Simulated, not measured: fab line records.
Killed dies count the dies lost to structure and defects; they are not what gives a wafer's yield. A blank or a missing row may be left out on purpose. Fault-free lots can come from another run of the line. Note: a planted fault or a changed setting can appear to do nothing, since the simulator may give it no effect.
Problem report, 8D (eight disciplines) form, completed by code    flow rit_cmos    the parts of the form that need people (team, actions taken, sign-off) are left out

1. WHAT IS WRONG
Wafers without a fault read 34.56 W, standard deviation 0.047; heater_power_total_W at RIT_NRETRO_SOFTBAKE_02 reads a mean of 32.30 W on 6 wafers belonging to 2 lots. That puts it -48 standard deviations away from the usual mean.
The step: time 60 s.
The first sign was on wafer L297.4 at day 4 08:49, on litho_track-02. The record has a number at this step for 39 wafers belonging to 13 lots. Rule for "out", or "out of limits": more than 4 standard deviations from the usual mean. The other wafers with a number count as sound.

2. WHAT IT IS, WHAT IT ISN'T
question                     is                                  is not
which readings at this step  heater_power_total_W, plate_temp_C  -
which lots                   L297, L300                          L288, L289, L290, L303, L304, L306, L307, L308, L309, L310, L311
which wafers of those lots   all that have a number              -
read on which tools          litho_track-02                      litho_track-01, litho_track-04
when                         from day 4 08:49                    up to then (9 sound wafers); but 24 sound wafers of L303, L304, L306, L307, L308, L309, L310, L311 came after

3. SUSPECTS, AND WHAT RULES EACH OUT
Counting: a tool stays on the suspect list if, at a process step up to the reading, it processed all lots that are out and no sound lot following the first of them.
- litho_track-02 at RIT_NRETRO_SOFTBAKE_02 (time 60 s): kept. It ran every lot that is out, first L297 (day 4 08:49), and no sound lot after that. Its own readings are out on those wafers: heater_power_total_W, plate_temp_C.
After counting, what remains is litho_track-02 at RIT_NRETRO_SOFTBAKE_02.

4. THE CAUSE (what the simulator had put in)
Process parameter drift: litho_track-02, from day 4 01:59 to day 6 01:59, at RIT_NRETRO_SOFTBAKE_02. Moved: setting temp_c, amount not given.
This tool alone remained once counting was done.

5. THE CHAIN OF EFFECTS, in route order
Each row: a reading whose mean over the struck wafers that have a number lies more than 3 standard deviations from the usual. Scope: only readings with a usual standard deviation given in the record; hours: median across lots of the time from each lot's start at the first step in this table that gives one to its start at this step; sigmas: change in usual standard deviations.
hours  step                    reading               usual    on struck wafers  change  sigmas
0      RIT_NRETRO_SOFTBAKE_02  heater_power_total_W  34.56 W  32.30             -2.26   -48
0      RIT_NRETRO_SOFTBAKE_02  plate_temp_C          90.01 C  85.79             -4.22   -35
It contains these process steps:
- RIT_NRETRO_SOFTBAKE_02: time 60 s.

6. WHAT WOULD HAVE CAUGHT IT SOONER
The fault began at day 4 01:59; the first out-of-limits reading in this record came at day 4 08:49, 7 hours later.
